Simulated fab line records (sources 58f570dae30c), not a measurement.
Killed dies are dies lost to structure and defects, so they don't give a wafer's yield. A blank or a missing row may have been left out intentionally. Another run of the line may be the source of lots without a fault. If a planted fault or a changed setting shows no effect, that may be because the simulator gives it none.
Check for tools in common || flow berkeley_cmos170 || Sample size 14 lots and 42 wafers

## REASON IT WAS OPENED
On 2 of the 14 lots, a flag is raised at UCB170_M2_CD_MEAS_90 on the reading cd_nm. Wafers without a fault read 699 nm, standard deviation 3.
Rule: flag the lot when none of its wafers has a number, or when each of its wafers that has one lies beyond 4 standard deviations from that mean. The other lots count as sound.

{"lot": "L638", "measured": "day 7 07:50", "on": "cd_sem-02", "cd_nm (nm), wafer by wafer": "698 700 696", "flag": ""}
{"lot": "L640", "measured": "day 7 15:56", "on": "cd_sem-02", "cd_nm (nm), wafer by wafer": "704 706 704", "flag": ""}
{"lot": "L639", "measured": "day 7 16:03", "on": "cd_sem-01", "cd_nm (nm), wafer by wafer": "702 701 697", "flag": ""}
{"lot": "L641", "measured": "day 8 10:01", "on": "cd_sem-02", "cd_nm (nm), wafer by wafer": "699 699 705", "flag": ""}
{"lot": "L644", "measured": "day 8 21:29", "on": "cd_sem-02", "cd_nm (nm), wafer by wafer": "700 699 701", "flag": ""}
{"lot": "L646", "measured": "day 9 04:20", "on": "cd_sem-02", "cd_nm (nm), wafer by wafer": "701 702 696", "flag": ""}
{"lot": "L651", "measured": "day 10 01:46", "on": "cd_sem-01", "cd_nm (nm), wafer by wafer": "699 700 700", "flag": ""}
{"lot": "L649", "measured": "day 10 02:02", "on": "cd_sem-02", "cd_nm (nm), wafer by wafer": "700 697 698", "flag": ""}
{"lot": "L650", "measured": "day 10 04:17", "on": "cd_sem-01", "cd_nm (nm), wafer by wafer": "722 718 721", "flag": "FLAGGED"}
{"lot": "L653", "measured": "day 10 13:40", "on": "cd_sem-02", "cd_nm (nm), wafer by wafer": "715 720 718", "flag": "FLAGGED"}
{"lot": "L656", "measured": "day 11 07:02", "on": "cd_sem-02", "cd_nm (nm), wafer by wafer": "695 695 699", "flag": ""}
{"lot": "L661", "measured": "day 12 11:14", "on": "cd_sem-01", "cd_nm (nm), wafer by wafer": "690 694 697", "flag": ""}
{"lot": "L660", "measured": "day 12 11:23", "on": "cd_sem-01", "cd_nm (nm), wafer by wafer": "699 695 697", "flag": ""}
{"lot": "L659", "measured": "day 12 11:40", "on": "cd_sem-01", "cd_nm (nm), wafer by wafer": "701 696 700", "flag": ""}
On average the flagged lots' numbers are 719 nm, which is +20 nm against the usual, or +7 standard deviations.

## EACH LOT AND THE TOOL IT RAN ON
Before the reading, the record contains 2 process steps out of a 331-step route. In each cell: the tool, then ch and the chambers that the sampled wafers went through, then the start.
{"lot": "L638", "flag": "", "UCB170_M2_METAL_ETCH_18": "rie_metal-03 ch 1, day 7 07:22", "UCB170_M2_STRIP_19": "plasma_asher-04 ch 0,1, day 7 07:44"}
{"lot": "L640", "flag": "", "UCB170_M2_METAL_ETCH_18": "rie_metal-02 ch 0, day 7 15:28", "UCB170_M2_STRIP_19": "plasma_asher-02 ch 0,1, day 7 15:50"}
{"lot": "L639", "flag": "", "UCB170_M2_METAL_ETCH_18": "rie_metal-04 ch 0,1, day 7 15:44", "UCB170_M2_STRIP_19": "plasma_asher-04 ch 0,1, day 7 15:56"}
{"lot": "L641", "flag": "", "UCB170_M2_METAL_ETCH_18": "rie_metal-04 ch 0,1, day 8 09:44", "UCB170_M2_STRIP_19": "plasma_asher-02 ch 0,1, day 8 09:53"}
{"lot": "L644", "flag": "", "UCB170_M2_METAL_ETCH_18": "rie_metal-03 ch 0,1, day 8 21:10", "UCB170_M2_STRIP_19": "plasma_asher-03 ch 0,1, day 8 21:22"}
{"lot": "L646", "flag": "", "UCB170_M2_METAL_ETCH_18": "rie_metal-02 ch 0,1, day 9 03:57", "UCB170_M2_STRIP_19": "plasma_asher-03 ch 0,1, day 9 04:08"}
{"lot": "L651", "flag": "", "UCB170_M2_METAL_ETCH_18": "rie_metal-04 ch 0,1, day 10 01:28", "UCB170_M2_STRIP_19": "plasma_asher-03 ch 0,1, day 10 01:40"}
{"lot": "L649", "flag": "", "UCB170_M2_METAL_ETCH_18": "rie_metal-03 ch 0,1, day 10 01:44", "UCB170_M2_STRIP_19": "plasma_asher-04 ch 0,1, day 10 01:56"}
{"lot": "L650", "flag": "FLAGGED", "UCB170_M2_METAL_ETCH_18": "rie_metal-04 ch 0,1, day 10 04:01", "UCB170_M2_STRIP_19": "plasma_asher-04 ch 0,1, day 10 04:11"}
{"lot": "L653", "flag": "FLAGGED", "UCB170_M2_METAL_ETCH_18": "rie_metal-04 ch 0,1, day 10 13:22", "UCB170_M2_STRIP_19": "plasma_asher-02 ch 0,1, day 10 13:34"}
{"lot": "L656", "flag": "", "UCB170_M2_METAL_ETCH_18": "rie_metal-02 ch 0,1, day 11 06:44", "UCB170_M2_STRIP_19": "plasma_asher-02 ch 0,1, day 11 06:56"}
{"lot": "L661", "flag": "", "UCB170_M2_METAL_ETCH_18": "rie_metal-03 ch 0,1, day 12 10:57", "UCB170_M2_STRIP_19": "plasma_asher-03 ch 1, day 12 11:08"}
{"lot": "L660", "flag": "", "UCB170_M2_METAL_ETCH_18": "rie_metal-02 ch 0,1, day 12 11:05", "UCB170_M2_STRIP_19": "plasma_asher-02 ch 0,1, day 12 11:17"}
{"lot": "L659", "flag": "", "UCB170_M2_METAL_ETCH_18": "rie_metal-03 ch 0,1, day 12 11:22", "UCB170_M2_STRIP_19": "plasma_asher-03 ch 0,1, day 12 11:34"}
These steps, and what they do:
- UCB170_M2_METAL_ETCH_18: etches Al in Cl2/BCl3, stops on SiO2, target depth 1170 nm, time 195 s.
- UCB170_M2_STRIP_19: strips in O2.
- UCB170_M2_CD_MEAS_90: target cd 700 nm.

## FLAGGED AGAINST TOTAL, ONE TOOL AT A TIME (gauges that did the reading follow at the end)
{"step": "UCB170_M2_METAL_ETCH_18", "tool": "rie_metal-02", "lots run": 4, "flagged": 0, "share of the flagged lots": "none", "sound lots run after its first flagged lot": "-"}
{"step": "UCB170_M2_METAL_ETCH_18", "tool": "rie_metal-03", "lots run": 5, "flagged": 0, "share of the flagged lots": "none", "sound lots run after its first flagged lot": "-"}
{"step": "UCB170_M2_METAL_ETCH_18", "tool": "rie_metal-04", "lots run": 5, "flagged": 2, "share of the flagged lots": "all", "sound lots run after its first flagged lot": 0}
{"step": "UCB170_M2_STRIP_19", "tool": "plasma_asher-02", "lots run": 5, "flagged": 1, "share of the flagged lots": "some", "sound lots run after its first flagged lot": "2 (L656,L660)"}
{"step": "UCB170_M2_STRIP_19", "tool": "plasma_asher-03", "lots run": 5, "flagged": 0, "share of the flagged lots": "none", "sound lots run after its first flagged lot": "-"}
{"step": "UCB170_M2_STRIP_19", "tool": "plasma_asher-04", "lots run": 4, "flagged": 1, "share of the flagged lots": "some", "sound lots run after its first flagged lot": 0}
{"step": "UCB170_M2_CD_MEAS_90", "tool": "cd_sem-01", "lots run": 6, "flagged": 1, "share of the flagged lots": "some", "sound lots run after its first flagged lot": "3 (L661,L660,L659)"}
{"step": "UCB170_M2_CD_MEAS_90", "tool": "cd_sem-02", "lots run": 8, "flagged": 1, "share of the flagged lots": "some", "sound lots run after its first flagged lot": "1 (L656)"}

## THE TABLE: WHAT IT ALLOWS
1 row of the table ran every flagged lot: rie_metal-04 at UCB170_M2_METAL_ETCH_18.
- rie_metal-04 at UCB170_M2_METAL_ETCH_18 ran 5 lots, 2 of them flagged. It ran its last sound lot, L651, at day 10 01:28 and its first flagged lot, L650, at day 10 04:01: a fault with its onset between the two fits. Its own readings lie more than 4 standard deviations out on every wafer of the flagged lots: oes_product_au, run_length_s.
rie_metal-04 at UCB170_M2_METAL_ETCH_18 is the single tool remaining.

## WHAT THE SIMULATOR HAD PUT IN
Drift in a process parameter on rie_metal-04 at UCB170_M2_METAL_ETCH_18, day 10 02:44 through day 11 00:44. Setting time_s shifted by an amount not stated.
Lots struck among those shown: L650, L653. The rule above reached the same finding.
